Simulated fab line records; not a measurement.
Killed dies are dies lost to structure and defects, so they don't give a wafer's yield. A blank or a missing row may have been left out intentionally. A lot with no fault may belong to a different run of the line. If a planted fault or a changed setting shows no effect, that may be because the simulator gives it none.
fab line records	flow berkeley_cmos170
[record] lots = 14	wafers = 42	last_day = 11
route steps=331 shown M2@272
lots that met no fault: from a run of the same line without faults
start_h: hours from the record's opening day to when the first of the lot's shown wafers began	wait_h: how many hours have passed since the lot's step before this one	" same as the row above	L1.1+2: a row that stands for several wafers	- value missing, or start not given	* or withheld: withheld	< > ~ a bound
route shown NAME@n: names a module that has steps shown in the file, with the first one's number in the route	usual: mean/standard deviation of fault-free wafers	same: alike in all rows	chamber/n: place in a boat	sites: readings site by site	_std_site: the standard deviation of these	_edge_site: inner sites' mean taken away from outer sites' mean	radius_mm: for every site, how far away it sits from the centre of the wafer	mask NAME#n: copy n	behind: tool/chamber where the wafer was last shaped	hold: why the lot went on hold/how many hours it stayed there/how the hold came to an end	device: transistor that didn't switch, given as n, p or np	end of line: tests run on the same wafers once the route is complete	a step without rows: its recipe alone	killed: dies that structure and defects cost at the first sort, which is not the same as the wafer's yield	map: a wafer's dies, marking killed ones x, the rest . and places with no die _
set.NAME: setting as actually run; set.NAME@STEP: the setting as run at that earlier step	model.NAME: the simulator's own value behind a step, which no gauge read
the route's steps for a sample of lots (tables are steps, rows are wafers)
services: a tool's chamber out of use, with start hour (start_h, from the record's first day; less than 0 if before it), hours out, and reason
[[steps]]
[step UCB170_M2_SPUTTER_01]
[recipe] material = Al	target_thk_nm = 900	time_s = 120	power_w = 6000	chamber_pressure_pa = 0.5
[usual] throttle_valve_pct = 30.5/0.88
lot.wafer	tool	chamber	start_h	wait_h	throttle_valve_pct
L948.3	pvd_sputter-02	-	158.80	0.0	30.9
L948.5	"	-	"	"	30.3
L948.6	"	-	"	"	30.0
L950.1	pvd_sputter-03	-	158.92	0.0	28.5
L950.5	"	-	"	"	31.4
L950.6	"	-	"	"	30.6
L951.1	pvd_sputter-02	-	166.16	0.0	29.8
L951.3	"	-	"	"	30.7
L951.5	"	-	"	"	30.6
L953.2	pvd_sputter-03	-	176.18	0.0	31.4
L953.3	"	-	"	"	30.1
L953.4	"	-	"	"	28.5
L954.2	pvd_sputter-04	-	184.25	0.0	31.1
L954.4	"	-	"	"	31.3
L954.6	"	-	"	"	31.4
L960.2	pvd_sputter-02	-	207.44	0.0	31.0
L960.3	"	-	"	"	29.5
L960.5	"	-	"	"	30.8
L959.1	pvd_sputter-04	-	207.68	0.0	31.1
L959.4	"	-	"	"	31.0
L959.6	"	-	"	"	30.9
L961.4	pvd_sputter-03	-	219.31	0.0	28.5
L961.5	"	-	"	"	29.9
L961.6	"	-	"	"	31.6
L962.1	pvd_sputter-03	-	227.55	0.0	31.6
L962.5	"	-	"	"	31.6
L962.6	"	-	"	"	28.3
L964.2	pvd_sputter-04	-	228.06	0.0	31.1
L964.3	"	-	"	"	30.9
L964.6	"	-	"	"	31.1
L965.1	pvd_sputter-02	-	240.74	0.0	30.6
L965.2	"	-	"	"	29.7
L965.4	"	-	"	"	29.5
L968.1	pvd_sputter-02	-	250.60	0.0	29.6
L968.4	"	-	"	"	30.3
L968.6	"	-	"	"	31.1
L969.3	pvd_sputter-02	-	251.16	0.0	31.2
L969.4	"	-	"	"	29.3
L969.5	"	-	"	"	29.9
L970.1	pvd_sputter-04	-	251.37	0.0	30.1
L970.3	"	-	"	"	31.4
L970.4	"	-	"	"	31.2
[step UCB170_M2_RS_MEAS_02]
[recipe] thk_meas_gauge = four-point-probe	reads = Al_of_M2_SPUTTER_01
[usual] M2_AL_RS = 0.0320/0.00043
lot.wafer	tool	chamber	start_h	wait_h	M2_AL_RS[ohm/sq]
L948.3	film_metro-01	-	158.92	0.1	0.0326
L948.5	"	-	"	"	0.0327
L948.6	"	-	"	"	0.0327
L950.1	film_metro-04	-	159.00	0.0	0.0321
L950.5	"	-	"	"	0.0317
L950.6	"	-	"	"	0.0319
L951.1	film_metro-01	-	166.24	0.0	0.0325
L951.3	"	-	"	"	0.0324
L951.5	"	-	"	"	0.0321
L953.2	film_metro-04	-	176.29	0.1	0.0318
L953.3	"	-	"	"	0.0321
L953.4	"	-	"	"	0.0326
L954.2	film_metro-02	-	184.36	0.1	0.0325
L954.4	"	-	"	"	0.0325
L954.6	"	-	"	"	0.0325
L960.2	film_metro-04	-	207.54	0.1	0.0320
L960.3	"	-	"	"	0.0316
L960.5	"	-	"	"	0.0320
L959.1	film_metro-01	-	207.76	0.0	0.0323
L959.4	"	-	"	"	0.0323
L959.6	"	-	"	"	0.0320
L961.4	film_metro-02	-	219.45	0.1	0.0714
L961.5	"	-	"	"	0.0317
L961.6	"	-	"	"	0.0313
L962.1	film_metro-01	-	227.63	0.0	0.0310
L962.5	"	-	"	"	0.0312
L962.6	"	-	"	"	0.0708
L964.2	film_metro-01	-	228.16	0.1	0.0315
L964.3	"	-	"	"	0.0319
L964.6	"	-	"	"	0.0321
L965.1	film_metro-04	-	240.82	0.0	0.0327
L965.2	"	-	"	"	0.0329
L965.4	"	-	"	"	0.0317
L968.1	film_metro-01	-	250.69	0.0	0.0326
L968.4	"	-	"	"	0.0328
L968.6	"	-	"	"	0.0318
L969.3	film_metro-01	-	251.28	0.1	0.0315
L969.4	"	-	"	"	0.0311
L969.5	"	-	"	"	0.0319
L970.1	film_metro-04	-	251.46	0.0	0.0319
L970.3	"	-	"	"	0.0320
L970.4	"	-	"	"	0.0314
[step UCB170_M2_THK_MEAS_03]
[recipe] thk_meas_gauge = xrf	reads = Al_of_M2_SPUTTER_01
[usual] M2_AL_THK = 907/13
lot.wafer	tool	chamber	start_h	wait_h	M2_AL_THK[nm]
L948.3	film_metro-01	-	159.02	0.1	885
L948.5	"	-	"	"	886
L948.6	"	-	"	"	882
L950.1	film_metro-04	-	159.12	0.1	911
L950.5	"	-	"	"	922
L950.6	"	-	"	"	924
L951.1	film_metro-01	-	166.36	0.1	892
L951.3	"	-	"	"	891
L951.5	"	-	"	"	898
L953.2	film_metro-04	-	176.40	0.1	911
L953.3	"	-	"	"	909
L953.4	"	-	"	"	892
L954.2	film_metro-02	-	184.47	0.1	889
L954.4	"	-	"	"	889
L954.6	"	-	"	"	889
L960.2	film_metro-04	-	207.65	0.1	914
L960.3	"	-	"	"	928
L960.5	"	-	"	"	906
L959.1	film_metro-01	-	207.88	0.1	897
L959.4	"	-	"	"	898
L959.6	"	-	"	"	910
L961.4	film_metro-02	-	219.54	0.1	409
L961.5	"	-	"	"	913
L961.6	"	-	"	"	921
L962.1	film_metro-01	-	227.75	0.1	931
L962.5	"	-	"	"	926
L962.6	"	-	"	"	413
L964.2	film_metro-01	-	228.27	0.1	919
L964.3	"	-	"	"	904
L964.6	"	-	"	"	896
L965.1	film_metro-04	-	240.94	0.1	887
L965.2	"	-	"	"	885
L965.4	"	-	"	"	919
L968.1	film_metro-01	-	250.81	0.1	896
L968.4	"	-	"	"	883
L968.6	"	-	"	"	914
L969.3	film_metro-01	-	251.38	0.1	923
L969.4	"	-	"	"	935
L969.5	"	-	"	"	917
L970.1	film_metro-04	-	251.58	0.1	913
L970.3	"	-	"	"	912
L970.4	"	-	"	"	929
[step UCB170_M2_METAL_ETCH_18]
[recipe] chemistry = Cl2/BCl3	target = Al	stop_on = SiO2	pressure_mtorr = 12	target_depth_a = 11700	over_etch_frac = 0.3	time_s = 195	icp_w = 600	bias_w = 120	Cl2_flow_sccm = 90	bcl3_flow_sccm = 45
[usual] bcl3_flow_sccm = 44.99/0.13	drypump_motor_current_A = 5.6/0.38	he_backside_leak_sccm = 3.4/0.33	oes_product_au = 0.861/0.012	throttle_valve_pct = 24.27/0.17
lot.wafer	tool	chamber	start_h	wait_h	bcl3_flow_sccm	drypump_motor_current_A	he_backside_leak_sccm	oes_product_au	rf_hours_counter_h	throttle_valve_pct
L948.3	rie_metal-04	0	161.11	-	44.92	5.4	3.5	0.846	-	24.16
L948.5	"	1	"	"	45.13	5.0	3.4	0.851	-	24.20
L948.6	"	0	"	"	44.95	5.5	3.5	0.842	-	24.16
L950.1	rie_metal-01	0	161.17	-	45.29	5.5	3.7	0.845	2	24.21
L950.5	"	1	"	"	44.82	6.0	3.5	0.854	-	24.61
L950.6	"	0	"	"	45.26	5.5	3.7	0.853	-	24.21
L951.1	rie_metal-01	0	168.54	-	45.20	5.6	3.5	0.837	2	24.21
L951.3	"	0	"	"	45.38	5.5	3.7	0.843	-	24.22
L951.5	"	1	"	"	44.95	6.0	3.5	0.845	-	24.62
L953.2	rie_metal-01	1	178.81	-	44.80	6.0	3.3	0.848	16	24.62
L953.3	"	0	"	"	45.13	5.5	3.4	0.848	-	24.22
L953.4	"	1	"	"	44.98	6.0	3.4	0.835	-	24.62
L954.2	rie_metal-01	0	187.48	-	44.89	5.6	3.6	0.843	3	24.22
L954.4	"	0	"	"	44.93	5.5	3.5	0.843	-	24.22
L954.6	"	1	"	"	44.79	6.0	3.5	0.842	-	24.63
L960.2	rie_metal-03	1	210.43	-	45.01	6.2	3.1	0.870	12	24.08
L960.3	"	0	"	"	44.94	5.6	3.2	0.887	-	24.51
L960.5	"	0	"	"	44.91	5.6	3.3	0.867	-	24.52
L959.1	rie_metal-01	0	210.63	-	45.00	5.6	3.6	0.841	4	24.22
L959.4	"	0	"	"	45.11	5.5	3.5	0.847	-	24.20
L959.6	"	0	"	"	45.12	5.6	3.6	0.855	-	24.22
L961.4	rie_metal-03	1	222.48	-	44.95	6.2	3.0	0.603	-	24.21
L961.5	"	0	"	"	44.98	5.5	3.2	0.871	-	24.52
L961.6	"	1	"	"	45.14	6.2	3.0	0.882	-	24.07
L962.1	rie_metal-01	1	231.66	-	44.81	6.0	3.4	0.858	0	24.39
L962.5	"	1	"	"	45.07	6.0	3.3	0.844	-	24.40
L962.6	"	0	"	"	44.88	5.5	3.5	0.590	-	24.35
L964.2	rie_metal-04	0	231.97	-	45.03	5.4	3.4	0.856	4	24.16
L964.3	"	1	"	"	44.89	5.0	3.4	0.868	-	24.18
L964.6	"	0	"	"	45.14	5.5	3.5	0.849	-	24.17
L965.1	rie_metal-03	0	243.76	-	44.94	5.5	3.4	0.871	2	24.53
L965.2	"	1	"	"	45.23	6.2	3.0	0.857	13	24.09
L965.4	"	0	"	"	44.94	5.5	3.4	0.882	-	24.51
L968.1	rie_metal-04	1	254.39	-	45.02	5.0	3.6	0.858	9	24.19
L968.4	"	1	"	"	45.00	5.0	3.6	0.848	-	24.21
L968.6	"	1	"	"	44.94	5.0	3.4	0.864	-	24.20
L969.3	rie_metal-03	1	255.01	-	45.09	6.2	3.2	0.875	-	24.08
L969.4	"	0	"	"	44.82	5.5	3.3	0.886	-	24.52
L969.5	"	0	"	"	45.04	5.6	3.3	0.876	-	24.52
L970.1	rie_metal-01	1	255.37	-	44.91	6.0	3.4	0.845	1	24.41
L970.3	"	0	"	"	44.73	5.6	3.6	0.845	-	24.20
L970.4	"	1	"	"	45.00	6.0	3.4	0.853	-	24.40
[[services]]
tool	chamber	start_h	hours	kind
pvd_sputter-02	-	153.82	3.0	repair
pvd_sputter-03	-	166.33	1.6	repair
pvd_sputter-03	-	172.79	1.6	repair
rie_metal-03	-	174.56	5.4	repair
rie_metal-03	-	179.26	2.1	repair
rie_metal-03	-	194.22	2.8	pm
rie_metal-01	1	200.42	-	clean
rie_metal-01	1	200.42	23.7	scheduled_down
rie_metal-01	1	200.42	23.7	vent_cycle
pvd_sputter-02	3	204.91	-	consumable_replace:kit
pvd_sputter-02	3	204.91	18.0	scheduled_down
pvd_sputter-02	3	204.91	18.0	vent_cycle
pvd_sputter-03	-	233.41	7.9	repair
[[key]]
[first_sign] step = UCB170_M2_RS_MEAS_02	reading = M2_AL_RS	direction = up	sigmas = 92	usual = 0.0320	struck = 0.0711
[effect] step = UCB170_M2_THK_MEAS_03	reading = M2_AL_THK	direction = down	sigmas = 39	usual = 907	struck = 411
[effect] step = UCB170_M2_METAL_ETCH_18	reading = oes_product_au	direction = down	sigmas = 22	usual = 0.861	struck = 0.596
met_at UCB170_M2_SPUTTER_01
struck_lots L961,L962
struck_wafers L961.4,L962.6
sort_left_out L961.4,L962.6
onset_between 176.18 219.31
[fault] kind = process_parameter_drift	tool = pvd_sputter-03	chamber = -	onset_h = 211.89	steps = UCB170_M2_SPUTTER_01	channel = time_s	offset = *	shape = step	end_h = 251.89	acts_in = *	stated = *	scope = struck_wafers_only
// sort_left_out: the simulated sort isn't trusted on such a fault, so these wafers' sort isn't shown, and their yield isn't known
